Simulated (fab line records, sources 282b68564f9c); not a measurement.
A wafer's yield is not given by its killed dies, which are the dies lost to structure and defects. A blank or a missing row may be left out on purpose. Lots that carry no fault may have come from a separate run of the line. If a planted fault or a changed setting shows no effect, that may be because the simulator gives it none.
What tool caused it? ; flow rit_cmos ; 6 lots with 18 wafers sampled at 3 steps, on a route of 202 steps

## WHAT THE GAUGES READ, wafer by wafer
RIT_SPACER_THK_MEAS_04.
lot;measured;on;SPACER_NITRIDE_THK (nm)
L595;day 3 14:20;film_metro-01;251.6 251.0 252.3
L597;day 3 20:08;film_metro-04;246.1 247.4 246.6
L599;day 4 00:38;film_metro-03;250.0 249.0 250.3
L602;day 4 16:31;film_metro-03;249.2 248.8 249.2
L610;day 6 12:08;film_metro-03;251.8 251.2 250.7
L612;day 6 20:39;film_metro-04;255.3 252.0 253.7

## EACH LOT AND THE TOOL THAT RAN IT (in order: tool; ch and the chambers of the sampled wafers; start)
lot;RIT_NWELL_STRIP_09;RIT_SPACER_CVD_03
L595;plasma_asher-02 ch 1, day 2 09:54;lpcvd-02 ch 0, day 3 12:26
L597;plasma_asher-04 ch 0,1, day 2 14:49;lpcvd-01 ch 1, day 3 18:11
L599;plasma_asher-04 ch 1, day 2 23:35;lpcvd-01 ch 0, day 3 22:44
L602;plasma_asher-04 ch 0,1, day 3 13:37;lpcvd-01 ch 0, day 4 14:35
L610;plasma_asher-02 ch 0,1, day 5 08:41;lpcvd-01 ch 1, day 6 10:13
L612;plasma_asher-04 ch 0,1, day 5 16:23;lpcvd-01 ch 0, day 6 18:43
- RIT_NWELL_STRIP_09: strips in O2, time 180 s.
- RIT_SPACER_CVD_03: deposits Si3N4 from SiH2Cl2/NH3, target thk 250 nm, time 3300 s.

## THE ANSWER, worked out from the rows above alone
Rule: what is usual is taken from the lots themselves. Put in order of their means at a reading, lots are off if they are a third of the lots or fewer, leave a main group of 4 or more, and stand apart from it by a gap of 3 or more times the standard deviation of the main group's means; of several such gaps the widest counts. If all means in a main group match to the digits the tables above print for the reading, that group is not used. Also off: a lot with no number at a reading for which 4 or more lots have one. Any other lot the step has rows for is counted as sound.
No lot is off on any of the readings shown, so nothing can be concluded from this.

## WHAT HAD BEEN PUT IN BY THE SIMULATOR
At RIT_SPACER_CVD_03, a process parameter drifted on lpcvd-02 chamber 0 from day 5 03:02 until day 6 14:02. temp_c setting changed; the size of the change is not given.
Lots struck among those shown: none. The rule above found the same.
